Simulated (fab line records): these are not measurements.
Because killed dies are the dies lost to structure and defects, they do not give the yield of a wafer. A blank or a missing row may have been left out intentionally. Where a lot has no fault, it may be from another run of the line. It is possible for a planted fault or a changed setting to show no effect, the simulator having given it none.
A struck lot beside a sound one    flow ritCmos    15 out of 202 route steps
Sound: wafers L216.3, L216.4, L216.6. The struck wafers were L226.2, L226.3, L226.6. Last of all comes the cause.
Each step with rows lists, per side, the tool, then ch with its chambers, then its first start. Under that, the readings that differ: sound wafers    struck wafers    difference of the means    sigmas: that difference in standard deviations of wafers without a fault.
alike: readings with means less than 2 such deviations apart, plus words and numbers identical on both sides. not compared: withheld readings, readings lacking a value on some wafer, bounds such as >300 that could conceal the same value, and numbers that have no deviation in the record and whose values overlap.
The two part at a step that has a row with sigmas, a row that says differs or no value, or rows on one side only. Numbers that don't overlap but have no deviation are shown without sigmas and don't part them. Lack of a reading on every wafer of one side parts them only where that side has two or more wafers.

first, 3 steps without rows for these wafers: RIT_SDANNEAL_CLEAN_00 (cleans in SC1, time 600 s); RIT_SDANNEAL_CLEAN_01 (cleans in dHF, time 30 s); RIT_SDANNEAL_CLEAN_02 (cleans in SC2, time 600 s).
RIT_SDANNEAL_RTA_03: time 5 s.
  sound on rtpAnneal-02 ch 0, day 3 12:49; struck on rtpAnneal-02 ch 0, day 5 14:22
  alike: rampDownCPerS, rampUpCPerS, wafer_temp_C_max
RIT_SDANNEAL_RS_MEAS_04: measures by four-point-probe.
  sound on filmMetro-03, day 3 12:53; struck on filmMetro-02, day 5 14:26
  alike: PSD_RS
RIT_SDANNEAL_RS_MEAS_05: measures by four-point-probe.
  sound on filmMetro-03, day 3 13:00; struck on filmMetro-02, day 5 14:33
reading          sound           struck          difference  sigmas
NSD_RS (ohm/sq)  84.1 83.9 84.0  84.7 84.9 84.9  +0.8        +3
RIT_SDANNEAL_RS_MEAS_06: measures by four-point-probe.
  sound on filmMetro-03, day 3 13:07; struck on filmMetro-02, day 5 14:40
  alike: PLDD_RS
RIT_SDANNEAL_RS_MEAS_07: measures by four-point-probe.
  sound on filmMetro-03, day 3 13:14; struck on filmMetro-02, day 5 14:47
  alike: NLDD_RS
then, 1 step without rows for these wafers: RIT_SILICIDE_WET_ETCH_00 (etches SiO2 in BOE, target depth 14 nm, time 15 s).
RIT_SILICIDE_SPUTTER_01: material Ti, target thk 30 nm, time 240 s.
  sound on pvdSputter-03, day 3 13:20; struck on pvdSputter-03, day 5 14:55
  alike: cathodeDcPowerW, throttleValvePct
RIT_SILICIDE_RS_MEAS_02: measures by four-point-probe.
  sound on filmMetro-04, day 3 13:32; struck on filmMetro-01, day 5 15:05
  alike: SILICIDE_TI_RS
RIT_SILICIDE_THK_MEAS_03: measures by xrf.
  sound on filmMetro-04, day 3 13:38; struck on filmMetro-01, day 5 15:11
  alike: SILICIDE_TI_THK
RIT_SILICIDE_RTA_04: time 10 s, ramp up 5 s, ramp down 5 s.
  sound on rtpAnneal-01 ch 0, day 3 13:41; struck on rtpAnneal-01 ch 0, day 5 15:15
reading           sound              struck             difference  sigmas
wafer_temp_C_max  655.8 653.9 653.8  723.5 723.2 724.7  +69.3       +82
then, 1 step without rows for these wafers: RIT_SILICIDE_WET_ETCH_05 (etches Ti in SPM, time 120 s).
RIT_M1_PROBE_99:
  sound on prober-02, day 3 21:28; struck on prober-02, day 5 21:58
reading                              sound                 struck                difference  sigmas
killed_at_M0_to_M3                   1 0 0                 0 0 0                 +0          -3
model.etest.npolyLine.lineOhmUm      167.1 173.5 176.3     154.2 156.4 151.8     -18.2       
model.etest.ppolyLine.lineOhmUm      160.7 165.9 167.7     149.2 147.6 145.9     -17.2       
model.etest.contactNplus.endOhmUm    41.45 41.11 41.4      50.66 50.45 49.7      +8.95       
model.etest.contactPplus.endOhmUm    44.43 44.67 44.96     52.86 51.06 51.58     +7.15       
model.etest.npolyLine.rsOhmSq        17.01 17.19 17.23     15.24 15.23 15.36     -1.87       
model.etest.ppolyLine.rsOhmSq        16.59 16.61 16.81     15.08 14.87 14.9      -1.72       
model.etest.pmos_0p15.gateLog10ACm2  -6.853 -6.718 -6.491  -5.001 -5.036 -5.036  +1.663      
model.etest.nmosNarrow.offLog10AUm   -13.3 -13.24 -13.24   -11.97 -12 -11.98     +1.28       
  alike: killedAtContacts, killedAtFrontEnd, killedDies, killedOpen, killedShort

## WHERE THEY PART
Earliest at RIT_SDANNEAL_RS_MEAS_05; latest, in this record, at RIT_M1_PROBE_99.

WHY: what the simulator had put in
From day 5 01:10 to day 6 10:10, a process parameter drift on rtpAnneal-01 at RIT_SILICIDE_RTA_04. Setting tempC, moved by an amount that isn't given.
